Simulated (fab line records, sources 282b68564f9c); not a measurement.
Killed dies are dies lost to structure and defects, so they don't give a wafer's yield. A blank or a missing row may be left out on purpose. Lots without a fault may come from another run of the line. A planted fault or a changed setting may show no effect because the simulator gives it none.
A struck lot beside a sound one | flow rit_cmos | 21 steps out of a route of 202
Sound: wafers L329.1, L329.4, L329.6. Struck: wafers L332.3, L332.4, L332.6. The cause comes at the end.
At each step with rows: each side's tool, then ch and its chambers, then its first start. Under that, the readings that differ: sound wafers | struck wafers | difference of the means | sigmas: that difference in standard deviations of wafers without a fault.
alike: readings whose means differ by less than 2 such deviations, and words and numbers that are the same on both sides. not compared: withheld readings, readings that some wafer has no value for, bounds like >300 that may hide the same value, and numbers for which the record gives no deviation and whose values overlap.
The two part at a step that has a row with sigmas, a row that says differs or no value, or rows on one side only. Numbers that don't overlap but have no deviation are shown without sigmas and don't part them. A reading that every wafer of one side lacks parts them only if that side has two wafers or more.

first, 4 steps without rows for these wafers: RIT_NSD_SOFTBAKE_02 (time 60 s); RIT_NSD_EXPOSE_03 (exposes mask M9, target cd 40700 nm); RIT_NSD_PEB_04; RIT_NSD_DEVELOP_05 (develop time 50 s).
RIT_NSD_OVL_MEAS_06:
  sound on overlay-01, day 3 09:47; struck on overlay-02, day 3 23:18
  alike: NSD_OVL
then, 2 steps without rows for these wafers: RIT_NSD_HARDBAKE_07 (time 60 s); RIT_NSD_IMPLANT_08.
RIT_NSD_STRIP_09: strips in O2, time 180 s.
  sound on plasma_asher-04 ch 0,1, day 3 10:07; struck on plasma_asher-04 ch 0,1, day 3 23:41
  alike: drypump_motor_current_A, rf_refl_power_W
  not compared: rf_hours_counter_h
RIT_NSD_TW_MEAS_10:
  sound on film_metro-01, day 3 10:17; struck on film_metro-01, day 3 23:49
  alike: NSD_TW
then, 3 steps without rows for these wafers: RIT_PSD_HMDS_00 (prime time 60 s); RIT_PSD_COAT_01 (resist thk 1000 nm); RIT_PSD_SOFTBAKE_02 (time 60 s).
RIT_PSD_EXPOSE_03: exposes mask M10, target cd 40900 nm.
  sound on iline_stepper-02 ch 0, day 3 10:56; struck on iline_stepper-01 ch 0, day 4 00:29
  reading | sound             | struck         | difference | sigmas
  mask    | M10#0 M10#0 M10#0 | M9#0 M9#0 M9#0 | differs    |
then, 2 steps without rows for these wafers: RIT_PSD_PEB_04; RIT_PSD_DEVELOP_05 (develop time 50 s).
RIT_PSD_OVL_MEAS_06:
  sound on overlay-01, day 3 11:20; struck on overlay-02, day 4 00:51
  reading      | sound         | struck | difference                    | sigmas
  PSD_OVL (nm) | -0.1 0.9 -1.2 | - - -  | no value on the struck wafers |
then, 2 steps without rows for these wafers: RIT_PSD_HARDBAKE_07 (time 60 s); RIT_PSD_IMPLANT_08.
RIT_PSD_STRIP_09: strips in O2, time 180 s.
  sound on plasma_asher-02 ch 0, day 3 11:40; struck on plasma_asher-02 ch 0,1, day 4 01:14
  alike: drypump_motor_current_A, rf_refl_power_W
  not compared: rf_hours_counter_h
RIT_PSD_TW_MEAS_10:
  sound on film_metro-01, day 3 11:50; struck on film_metro-01, day 4 01:22
  reading | sound          | struck   | difference | sigmas
  PSD_TW  | 3490 3518 3515 | 31 30 31 | -3477      | -99 or more
then, 1 step without rows for these wafers: RIT_SDANNEAL_CLEAN_00 (cleans in SC1, time 600 s).

WHERE THEY PART
First at RIT_PSD_EXPOSE_03; last, within this record, at RIT_PSD_TW_MEAS_10.

WHY: what the simulator had put in
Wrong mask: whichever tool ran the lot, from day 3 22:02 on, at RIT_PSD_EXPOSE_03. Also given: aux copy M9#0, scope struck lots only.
